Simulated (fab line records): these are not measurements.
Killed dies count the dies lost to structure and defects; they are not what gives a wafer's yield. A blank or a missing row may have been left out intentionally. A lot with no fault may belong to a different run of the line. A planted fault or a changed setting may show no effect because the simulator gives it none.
A struck lot beside a sound one || flow berkeleyCmos170 || 44 steps out of a route of 331
Sound: the wafers L837.1, L837.4, L837.5. The struck wafers were L853.3, L853.5, L853.6. Last of all comes the cause.
Order at every step that has rows: each side's tool, ch and its chambers, its first start. Under that, the readings that differ: sound wafers || struck wafers || difference of the means || sigmas: that difference in standard deviations of wafers without a fault.
alike: readings whose means differ by less than 2 such deviations, and words and numbers that are the same on both sides. not compared: withheld readings, readings that some wafer has no value for, bounds like >300 that may hide the same value, and numbers for which the record gives no deviation and whose values overlap.
The two part at a step that has a row with sigmas, a row that says differs or no value, or rows on one side only. Non-overlapping numbers with no deviation appear without sigmas and do not part them. A reading missing from all wafers of one side parts the sides only when that side holds two or more wafers.

UCB170_PSD_STRIP_09: strips in O2.
  sound on plasmaAsher-01 ch 0,1, day 7 01:17; struck on plasmaAsher-04 ch 0,1, day 10 06:51
  alike: drypumpMotorCurrentA, oesProductAu, stripTimeToEndpointS
  not compared: rfHoursCounterH
UCB170_PSD_TW_MEAS_10:
  sound on filmMetro-01, day 7 01:23; struck on filmMetro-01, day 10 06:56
  alike: PSD_TW
then, 7 steps without rows for these wafers: UCB170_PSD_CLEAN_11 (cleans in SPM, time 600 s); UCB170_NSD_HMDS_00 (prime time 60 s); UCB170_NSD_COAT_01 (resist thk 900 nm); UCB170_NSD_SOFTBAKE_02 (time 60 s); UCB170_NSD_EXPOSE_03 (exposes mask NSELECT MOD, target cd 1200 nm); UCB170_NSD_PEB_04; UCB170_NSD_DEVELOP_05 (develop time 45 s).
UCB170_NSD_CD_MEAS_06 targets a cd of 1200 nm.
  sound on cdSem-02, day 7 02:29; struck on cdSem-02, day 10 09:08
  alike: cdNm
UCB170_NSD_OVL_MEAS_07:
  sound on overlay-02, day 7 02:37; struck on overlay-02, day 10 09:14
  alike: NSD_OVL
then, 1 step without rows for these wafers: UCB170_NSD_IMPLANT_08.
UCB170_NSD_STRIP_09: strips in O2.
  sound on plasmaAsher-03 ch 0,1, day 7 02:47; struck on plasmaAsher-01 ch 0,1, day 10 09:26
{"reading": "stripTimeToEndpointS (s)", "sound": "35.90 35.86 35.85", "struck": "35.62 35.61 35.59", "difference": -0.26, "sigmas": -3}
  alike: drypumpMotorCurrentA, oesProductAu
  not compared: rfHoursCounterH
UCB170_NSD_TW_MEAS_10:
  sound on filmMetro-02, day 7 02:53; struck on filmMetro-01, day 10 09:32
  alike: NSD_TW
then, 4 steps without rows for these wafers: UCB170_NSD_CLEAN_11 (cleans in SPM, time 600 s); UCB170_BACKSIDE_HMDS_00 (prime time 60 s); UCB170_BACKSIDE_COAT_01 (resist thk 900 nm); UCB170_BACKSIDE_SOFTBAKE_02 (time 60 s).
UCB170_BACKSIDE_STRIP_03: strips in O2.
  sound on plasmaAsher-04 ch 0,1, day 7 03:37; struck on plasmaAsher-02 ch 0,1, day 10 10:31
{"reading": "drypumpMotorCurrentA (A)", "sound": "5.17 5.44 5.18", "struck": "5.93 5.69 5.93", "difference": "+0.59", "sigmas": "+2"}
  alike: oesProductAu, stripTimeToEndpointS
  not compared: rfHoursCounterH
then, 2 steps without rows for these wafers: UCB170_BACKSIDE_CLEAN_04 (cleans in SPM, time 600 s); UCB170_SDANNEAL_RTA_00 (time 10 s).
UCB170_SDANNEAL_RTA_01: time 5 s.
  sound on rtpAnneal-01 ch 0, day 7 03:57; struck on rtpAnneal-02 ch 0, day 10 11:05
{"reading": "lampPowerPct (%)", "sound": "41.8 41.7 41.8", "struck": "40.2 40.2 40.2", "difference": -1.6, "sigmas": -2}
  alike: wafer_temp_C_max
UCB170_SDANNEAL_RS_MEAS_02: uses a four-point probe to measure.
  sound on filmMetro-03, day 7 04:01; struck on filmMetro-01, day 10 11:10
  alike: PSD_RS
UCB170_SDANNEAL_RS_MEAS_03: uses a four-point probe to measure.
  sound on filmMetro-03, day 7 04:08; struck on filmMetro-01, day 10 11:17
  alike: NSD_RS
UCB170_SDANNEAL_RS_MEAS_04: uses a four-point probe to measure.
  sound on filmMetro-03, day 7 04:15; struck on filmMetro-01, day 10 11:24
  alike: PLDD_RS
UCB170_SDANNEAL_RS_MEAS_05: uses a four-point probe to measure.
  sound on filmMetro-03, day 7 04:22; struck on filmMetro-01, day 10 11:31
{"reading": "NLDD_RS (ohm/sq)", "sound": "615.8 613.8 613.0", "struck": "617.8 618.3 616.2", "difference": "+3.2", "sigmas": "+2"}
then, 1 step without rows for these wafers: UCB170_SILICIDE_PRE_CLEAN_00 (preclean etch time 60 s).
UCB170_SILICIDE_SPUTTER_01: material Ti, target thk 30 nm, time 25 s.
  sound on pvdSputter-04, day 7 04:34; struck on pvdSputter-01, day 10 11:40
  alike: throttleValvePct
UCB170_SILICIDE_RS_MEAS_02: uses a four-point probe to measure.
  sound on filmMetro-03, day 7 04:35; struck on filmMetro-04, day 10 11:44
{"reading": "SILICIDE_TI_RS (ohm/sq)", "sound": "26.61 26.75 26.27", "struck": "25.89 25.87 25.92", "difference": -0.65, "sigmas": -2}
UCB170_SILICIDE_THK_MEAS_03: measures by xrf.
  sound on filmMetro-03, day 7 04:43; struck on filmMetro-04, day 10 11:50
{"reading": "SILICIDE_TI_THK (nm)", "sound": "29.0 29.1 29.4", "struck": "29.9 29.9 29.8", "difference": "+0.7", "sigmas": "+2"}
UCB170_SILICIDE_RTA_04: time 15 s.
  sound on rtpAnneal-02 ch 0, day 7 04:46; struck on rtpAnneal-01 ch 0, day 10 11:54
{"reading": "lampPowerPct (%)", "sound": "11.17 11.15 11.17", "struck": "11.61 11.61 11.62", "difference": "+0.45", "sigmas": "+2"}
  alike: wafer_temp_C_max
then, 3 steps without rows for these wafers: UCB170_SILICIDE_WET_ETCH_05 (etches Ti in SPM, time 45 s); UCB170_CONTACT_CLEAN_00 (cleans in SPM, time 600 s); UCB170_CONTACT_CVD_01 (deposits PSG from SiH4/O2/PH3, target thk 700 nm, time 2820 s).
UCB170_CONTACT_THK_MEAS_02:
  sound on filmMetro-04, day 7 08:28; struck on filmMetro-04, day 10 13:57
  alike: CONTACT_PSG_THK
then, 7 steps without rows for these wafers: UCB170_CONTACT_HMDS_03 (prime time 60 s); UCB170_CONTACT_COAT_04 (resist thk 900 nm); UCB170_CONTACT_SOFTBAKE_05 (time 60 s); UCB170_CONTACT_STRIP_06 (strips in O2); UCB170_CONTACT_CLEAN_07 (cleans in SPM, time 600 s); UCB170_CONTACT_RTA_08 (time 10 s); UCB170_CONTACT_COAT_09.
UCB170_M2_ETCH_17: etches BARC in N2/H2.
  sound on rieDiel-01 ch 1,2,3, day 8 00:02; struck on rieDiel-03 ch 0,2,3, day 11 05:40
{"reading": "model.M2.cdNm (nm)", "sound": "699.4 698.7 698.6", "struck": "699.6 699.9 700.5", "difference": "+1.1", "sigmas": ""}
  alike: drypumpMotorCurrentA, oesProductAu, throttleValvePct
UCB170_M3_PROBE_99:
  record: rows for the struck wafers here (prober-01, day 11 12:40), none for the sound ones

== WHERE THEY PART ==
Last at UCB170_M3_PROBE_99 as far as this record goes, first at UCB170_NSD_STRIP_09.

WHY: the cause the simulator had injected
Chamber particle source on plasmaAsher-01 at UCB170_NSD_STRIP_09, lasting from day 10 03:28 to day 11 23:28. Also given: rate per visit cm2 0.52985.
